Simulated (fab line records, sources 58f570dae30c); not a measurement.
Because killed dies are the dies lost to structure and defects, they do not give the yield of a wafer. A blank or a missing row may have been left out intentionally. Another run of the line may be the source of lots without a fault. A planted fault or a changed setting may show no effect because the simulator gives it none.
8D (eight disciplines) problem report, filled in by code + flow berkeleyCmos170 + the parts of the form that need people (team, actions taken, sign-off) are left out

## 1. THE ISSUE
Wafers free of any fault read 0.0321 ohm/sq (standard deviation 0.0004) for M3_AL_RS at UCB170_M3_RS_MEAS_02, against a mean of 0.0267 ohm/sq on 4 wafers of 2 lots. Relative to the usual mean, that is a shift of -14 standard deviations.
The step: measures by four-point-probe.
First seen on wafer L305.4, day 10 21:47, on filmMetro-02. The record has a number at this step for 18 wafers belonging to 6 lots. Rule for "out", or "out of limits": more than 4 standard deviations from the usual mean. The rest of the wafers with a number are treated as sound.

## 2. WHAT IT IS; WHAT IT IS NOT
| question                    | is                             | is not                                                                         |
|-----------------------------|--------------------------------|--------------------------------------------------------------------------------|
| which readings at this step | M3_AL_RS                       | -                                                                              |
| which lots                  | L305, L310                     | L292, L293, L311, L314                                                         |
| which wafers of those lots  | L305.4, L305.6, L310.2, L310.6 | L305.3, L310.5                                                                 |
| read on which gauges        | filmMetro-02                   | filmMetro-03, filmMetro-04                                                     |
| when                        | from day 10 21:47              | up to then (7 sound wafers); but 7 sound wafers of L310, L311, L314 came after |

## 3. THE SUSPECTS, EACH WITH WHAT RULES IT OUT
Counting: a tool at a process step up to the reading stays a suspect if it ran every lot that is out. Sound lots after the first of them don't rule it out here, since some wafers of a struck lot are sound.
- the gauge at UCB170_M3_RS_MEAS_02 is ruled out. All the wafers that are out were read on filmMetro-02, but those of them that UCB170_M3_METAL_ETCH_18 has rows for are out there too, on other tools.
- plasmaAsher-03 at UCB170_V2_STRIP_15 (strips in O2): kept. It ran every lot that is out, first L305 (day 10 21:25).
- pvdSputter-04 at UCB170_M3_SPUTTER_01 (material Al, target thk 900 nm, time 120 s): kept. Ran every lot that is out, first one L305 (day 10 21:40); last sound lot up to then L293 (day 7 16:19).
- Within plasmaAsher-03 at UCB170_V2_STRIP_15: the wafers that are out ran in chamber 1; their sound lot-mates ran in chamber 0.
The count leaves pvdSputter-04 at UCB170_M3_SPUTTER_01 and plasmaAsher-03 at UCB170_V2_STRIP_15.

## 4. THE CAUSE (what the simulator had put in)
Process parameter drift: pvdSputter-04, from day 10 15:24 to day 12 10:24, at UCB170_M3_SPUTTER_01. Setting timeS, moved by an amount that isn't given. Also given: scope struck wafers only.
2 suspects survive the count, and this tool is in that group.

## 5. THE CHAIN OF EFFECTS, in route order
Each row: a reading where the mean over the struck wafers with a number is more than 3 standard deviations away from the usual. Only readings for which the record gives a usual standard deviation are gone through. hours: the time from each lot's start at the first step in this table that gives one to its start at this step, as a median over the lots. sigmas: the change in usual standard deviations.
| hours | step                    | reading      | usual         | on struck wafers | change  | sigmas |
|-------|-------------------------|--------------|---------------|------------------|---------|--------|
| 0     | UCB170_M3_RS_MEAS_02    | M3_AL_RS     | 0.0321 ohm/sq | 0.0267           | -0.0054 | -14    |
| 0     | UCB170_M3_THK_MEAS_03   | M3_AL_THK    | 906 nm        | 1094             | +188    | +16    |
| 3     | UCB170_M3_METAL_ETCH_18 | oesProductAu | 0.858 a.u.    | 0.944            | +0.086  | +5.7   |
The process steps in it:
- UCB170_M3_METAL_ETCH_18: etches Al in Cl2/BCl3, stops on SiO2, target depth 1170 nm, time 195 s.
Later steps that measure or inspect, where all struck wafers having a row at the step show a number for every such reading and not one has moved that far: UCB170_M3_CD_MEAS_15, UCB170_M3_OVL_MEAS_16.

## 6. HOW IT WOULD HAVE BEEN CAUGHT EARLIER
Counted from the fault's start at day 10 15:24, it took 6 hours until the first out-of-limits reading at a measuring or inspecting step in this record, taken at day 10 21:47.
Tool readings at UCB170_M3_SPUTTER_01 with a usual standard deviation given in the record: none out on any struck wafer, hence no alarm at a limit of 4 standard deviations on them.
Lots out: 2; of these, L310 started UCB170_M3_SPUTTER_01 on pvdSputter-04 after day 10 21:47. A hold on the tool at that time would have spared it.
